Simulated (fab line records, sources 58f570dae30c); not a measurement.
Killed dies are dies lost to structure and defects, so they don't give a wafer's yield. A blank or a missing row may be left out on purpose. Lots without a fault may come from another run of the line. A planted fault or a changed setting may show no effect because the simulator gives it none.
Which tool did it? | flow berkeley_cmos170 | 14 lots, 42 wafers sampled, at 5 steps of a route of 331

WHAT THE GAUGES READ, wafer by wafer
UCB170_PWELL_THK_MEAS_06. Usual: PWELL_NITRIDE_THK 209.7 nm, standard deviation 2.5.
lot  | measured    | on            | PWELL_NITRIDE_THK (nm) | flag
L676 | day 4 05:10 | film_metro-02 | 206.4 207.3 207.3      |
L677 | day 4 21:52 | film_metro-02 | 203.7 204.7 204.4      |
L678 | day 4 21:53 | film_metro-01 | 207.6 209.3 210.1      |
L680 | day 5 07:56 | film_metro-01 | 210.0 210.0 209.5      |
L682 | day 5 07:57 | film_metro-04 | 208.8 210.0 209.3      |
L681 | day 5 08:01 | film_metro-02 | 207.1 206.2 209.5      |
L684 | day 6 04:50 | film_metro-02 | 212.3 212.7 213.7      |
L686 | day 6 08:25 | film_metro-04 | 208.4 207.6 210.0      |
L687 | day 6 08:25 | film_metro-01 | 212.3 212.5 212.1      |
L688 | day 6 08:25 | film_metro-02 | 209.5 207.9 207.1      |
L685 | day 6 08:28 | film_metro-02 | 205.8 206.2 205.2      |
L689 | day 6 08:29 | film_metro-04 | 210.9 210.1 208.7      |
L690 | day 6 19:47 | film_metro-02 | 210.2 212.0 211.4      |
L693 | day 7 02:09 | film_metro-04 | 209.8 209.9 209.3      |

UCB170_ACTIVE_THK_MEAS_06. Usual: ACTIVE_NITRIDE_THK 220.1 nm, standard deviation 2.
lot  | measured    | on            | ACTIVE_NITRIDE_THK (nm) | flag
L676 | day 5 18:14 | film_metro-03 | 217.6 217.9 216.4       |
L677 | day 6 05:32 | film_metro-03 | 222.8 220.5 221.0       |
L678 | day 6 05:34 | film_metro-02 | 219.0 219.5 219.8       |
L680 | day 6 13:59 | film_metro-02 | 222.0 219.8 220.2       |
L682 | day 6 14:04 | film_metro-01 | 221.0 222.6 222.1       |
L681 | day 6 14:04 | film_metro-02 | 218.6 218.1 219.2       |
L684 | day 7 16:05 | film_metro-02 | 221.5 221.3 222.5       |
L686 | day 7 16:08 | film_metro-02 | 219.9 220.1 220.8       |
L687 | day 7 16:11 | film_metro-01 | 218.7 218.0 220.0       |
L688 | day 7 16:07 | film_metro-01 | 221.1 217.9 219.6       |
L685 | day 7 16:08 | film_metro-03 | 219.5 219.8 220.9       |
L689 | day 7 18:10 | film_metro-03 | 437.4 437.8 437.9       | OFF
L690 | day 8 05:25 | film_metro-03 | 221.6 221.5 223.6       |
L693 | day 8 15:08 | film_metro-03 | 444.9 442.7 444.4       | OFF

UCB170_PLDD_OVL_MEAS_07. Usual: PLDD_OVL 0 nm, standard deviation 5.1.
lot  | measured     | on         | PLDD_OVL (nm) | flag
L676 | day 8 12:40  | overlay-02 | 9 2 6         |
L677 | day 8 16:33  | overlay-02 | -2 -10 -7     |
L678 | day 8 16:16  | overlay-01 | 1 2 5         |
L680 | day 9 10:46  | overlay-01 | -9 -2 -2      |
L682 | day 9 10:24  | overlay-02 | 8 -2 0        |
L681 | day 9 10:32  | overlay-01 | 9 -2 2        |
L684 | day 10 06:37 | overlay-02 | 0 -1 -1       |
L686 | day 10 06:05 | overlay-01 | -4 -7 -3      |
L687 | day 10 04:49 | overlay-02 | 1 -2 5        |
L688 | day 10 06:49 | overlay-01 | -7 -3 -5      |
L685 | day 10 06:22 | overlay-02 | 13 4 3        |
L690 | day 10 19:35 | overlay-01 | 1 2 3         |

WHICH TOOL RAN EACH LOT (tool, then ch and the chambers of the sampled wafers, then the start)
lot  | UCB170_ACTIVE_CVD_05                                      | UCB170_ACTIVE_ETCH_15
L676 | lpcvd-02 ch 1, day 5 16:19                                | rie_diel-03 ch 0,1,3, day 5 20:24
L677 | lpcvd-02 ch 0, day 6 03:38                                | rie_diel-02 ch 0,1, day 6 06:50
L678 | lpcvd-02 ch 1, day 6 03:38                                | rie_diel-03 ch 0,1, day 6 06:36
L680 | lpcvd-01 ch 1, day 6 12:05                                | rie_diel-02 ch 0,2, day 6 15:25
L682 | lpcvd-01 ch 1, day 6 12:05                                | rie_diel-02 ch 0,1, day 6 16:05
L681 | lpcvd-01 ch 0, day 6 12:05                                | rie_diel-04 ch 1,2, day 6 15:46
L684 | lpcvd-02 ch 0, day 7 14:09                                | rie_diel-04 ch 0,2,3, day 7 17:59
L686 | lpcvd-02 ch 1, day 7 14:09                                | rie_diel-02 ch 1,3, day 7 18:36
L687 | lpcvd-02 ch 1, day 7 14:09                                | rie_diel-04 ch 0,2,3, day 7 18:46
L688 | lpcvd-02 ch 1, day 7 14:09                                | rie_diel-02 ch 1,2,3, day 7 18:16
L685 | lpcvd-02 ch 1, day 7 14:09                                | rie_diel-03 ch 0,2,3, day 7 18:32
L689 | lpcvd-02 ch 1, day 7 14:09 and lpcvd-01 ch 1, day 7 16:14 | rie_diel-03 ch 0,1,2, day 7 20:18
L690 | lpcvd-01 ch 0, day 8 03:30                                | rie_diel-03 ch 0,2,3, day 8 07:23
L693 | lpcvd-01 ch 0, day 8 09:45 and lpcvd-02 ch 0, day 8 13:11 | rie_diel-03 ch 1,3, day 8 16:42
- UCB170_ACTIVE_CVD_05: deposits Si3N4 from SiH2Cl2/NH3, target thk 220 nm, time 3300 s.
- UCB170_ACTIVE_ETCH_15: etches Si3N4 in CH3F/Ar/O2, stops on SiO2, target depth 242 nm, time 151 s.

WHAT THE TOOLS THEMSELVES READ (means of the sampled wafers that have a number; where no wafer has one, the mark that the record gives instead)
UCB170_ACTIVE_CVD_05. Usual: spike_tc_load_C 825.8 C, standard deviation 3.
lot  | tool              | spike_tc_load_C (C) | flag
L676 | lpcvd-02          | 828.7               |
L677 | lpcvd-02          | 823.4               |
L678 | lpcvd-02          | 829.6               |
L680 | lpcvd-01          | 825.5               |
L682 | lpcvd-01          | 826.0               |
L681 | lpcvd-01          | 822.2               |
L684 | lpcvd-02          | 823.6               |
L686 | lpcvd-02          | 829.6               |
L687 | lpcvd-02          | 830.0               |
L688 | lpcvd-02          | 828.3               |
L685 | lpcvd-02          | 829.3               |
L689 | lpcvd-02/lpcvd-01 | 827.1               |
L690 | lpcvd-01          | 822.4               |
L693 | lpcvd-01/lpcvd-02 | 822.6               |

UCB170_ACTIVE_ETCH_15. Usual: chamber_pressure_mTorr 49.99 mTorr, standard deviation 0.043; drypump_motor_current_A 5.7 A, standard deviation 0.56; oes_product_au 0.942 a.u., standard deviation 0.017; throttle_valve_pct 8.05 %, standard deviation 0.12.
lot  | tool        | chamber_pressure_mTorr (mTorr) | drypump_motor_current_A (A) | oes_product_au (a.u.) | throttle_valve_pct (%) | flag
L676 | rie_diel-03 | 50.02                          | 6.2                         | 0.939                 | 8.13                   |
L677 | rie_diel-02 | 50.01                          | 5.5                         | 0.940                 | 8.01                   |
L678 | rie_diel-03 | 50.01                          | 6.1                         | 0.950                 | 8.06                   |
L680 | rie_diel-02 | 50.01                          | 5.0                         | 0.954                 | 7.98                   |
L682 | rie_diel-02 | 49.97                          | 5.1                         | 0.961                 | 7.93                   |
L681 | rie_diel-04 | 49.95                          | 5.7                         | 0.930                 | 8.00                   |
L684 | rie_diel-04 | 50.02                          | 5.8                         | 0.950                 | 8.03                   |
L686 | rie_diel-02 | 50.00                          | 5.9                         | 0.935                 | 8.01                   |
L687 | rie_diel-04 | 50.01                          | 5.8                         | 0.941                 | 8.04                   |
L688 | rie_diel-02 | 50.02                          | 5.7                         | 0.934                 | 8.05                   |
L685 | rie_diel-03 | 50.05                          | 5.7                         | 0.943                 | 8.11                   |
L689 | rie_diel-03 | 50.01                          | 5.6                         | 1.015                 | 8.04                   | OFF
L690 | rie_diel-03 | 50.01                          | 5.7                         | 0.950                 | 8.11                   |
L693 | rie_diel-03 | 50.05                          | 6.5                         | 1.013                 | 8.12                   | OFF

THE ANSWER, worked out from the rows above alone
Rule: a lot is off if the mean of its wafers that have a number lies more than 3 standard deviations from the usual mean. A lot without any number at a reading at which 4 lots or more have one is off too. The other lots that the step has rows for count as sound. The gauges are gone through in route order, then the tools' own readings, and for those a lot's mean is taken as printed above. The first step at which some lot is off is used, and at that step the reading that is off furthest; a lot without a number counts as furthest.
Off: L689, L693, at UCB170_ACTIVE_THK_MEAS_06 (ACTIVE_NITRIDE_THK).
A tool fits if, at a process step before that reading, it ran every lot that is off, and no sound lot after the first of them. The gauges at UCB170_ACTIVE_THK_MEAS_06 aren't tried: what is off there is off at UCB170_ACTIVE_ETCH_15 too, on other tools, and a gauge's error can't cause that. One fits: lpcvd-02 at UCB170_ACTIVE_CVD_05. Its last sound lot is L684 (day 7 14:09), its first lot that is off L689 (day 7 14:09): a fault that began between those two fits.

WHAT THE SIMULATOR HAD PUT IN
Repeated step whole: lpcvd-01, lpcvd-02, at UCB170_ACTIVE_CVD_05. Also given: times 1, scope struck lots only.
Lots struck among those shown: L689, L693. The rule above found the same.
